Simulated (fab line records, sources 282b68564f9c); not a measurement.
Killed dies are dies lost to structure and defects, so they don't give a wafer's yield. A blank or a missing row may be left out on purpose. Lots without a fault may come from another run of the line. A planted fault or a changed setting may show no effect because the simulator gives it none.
A struck lot beside a sound one | flow rit_cmos | 14 steps out of a route of 202
Sound: wafers L789.1, L789.2, L789.6. Struck: wafers L797.1, L797.3, L797.4. The cause comes at the end.
At each step with rows: each side's tool, then ch and its chambers, then its first start. Under that, the readings that differ: sound wafers | struck wafers | difference of the means | sigmas: that difference in standard deviations of wafers without a fault.
alike: readings whose means differ by less than 2 such deviations, and words and numbers that are the same on both sides. not compared: withheld readings, readings that some wafer has no value for, bounds like >300 that may hide the same value, and numbers for which the record gives no deviation and whose values overlap.
The two part at a step that has a row with sigmas, a row that says differs or no value, or rows on one side only. Numbers that don't overlap but have no deviation are shown without sigmas and don't part them. A reading that every wafer of one side lacks parts them only if that side has two wafers or more.

RIT_ACTIVE_BOW_MEAS_00:
  sound on film_metro-02, day 1 10:00; struck on film_metro-01, day 3 02:00
  alike: INCOMING_BOW
then, 1 step without rows for these wafers: RIT_ACTIVE_OXIDATION_01 (target thk 46.8 nm, ox time 3360 s).
RIT_ACTIVE_THK_MEAS_02:
  sound on film_metro-02, day 1 12:03; struck on film_metro-02, day 3 04:03
  alike: ACTIVE_OXIDE_THK
then, 1 step without rows for these wafers: RIT_ACTIVE_CVD_03 (deposits Si3N4 from SiH2Cl2/NH3, target thk 150 nm, time 1500 s).
RIT_ACTIVE_THK_MEAS_04:
  sound on film_metro-01, day 1 13:32; struck on film_metro-01, day 3 05:32
  alike: ACTIVE_NITRIDE_THK
then, 5 steps without rows for these wafers: RIT_ACTIVE_HMDS_05 (prime time 60 s); RIT_ACTIVE_COAT_06 (resist thk 1000 nm); RIT_ACTIVE_SOFTBAKE_07 (time 60 s); RIT_ACTIVE_EXPOSE_08 (exposes mask M1, target cd 1400 nm); RIT_ACTIVE_PEB_09.
RIT_ACTIVE_DEVELOP_10: develop time 50 s.
  sound on litho_track-01 ch 0, day 1 14:00; struck on litho_track-01 ch 0, day 3 06:00
  reading              | sound             | struck            | difference | sigmas
  developer_temp_C (C) | 23.14 23.21 23.12 | 20.71 20.82 20.59 | -2.45      | -26
RIT_ACTIVE_CD_MEAS_11: target cd 1400 nm.
  sound on cd_sem-02, day 1 14:26; struck on cd_sem-02, day 3 06:36
  reading    | sound                | struck               | difference | sigmas
  cd_nm (nm) | 1397.0 1399.3 1399.5 | 1393.5 1393.8 1394.7 | -4.6       | -2
then, 1 step without rows for these wafers: RIT_ACTIVE_HARDBAKE_12 (time 60 s).
RIT_M1_PROBE_99:
  the record has rows for the sound wafers here (prober-01, day 3 11:28) and none for the struck ones

WHERE THEY PART
First at RIT_ACTIVE_DEVELOP_10; last, within this record, at RIT_M1_PROBE_99.

WHY: what the simulator had put in
Process parameter drift: litho_track-01, from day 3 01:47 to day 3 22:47, at RIT_ACTIVE_DEVELOP_10. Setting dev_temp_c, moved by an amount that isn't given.
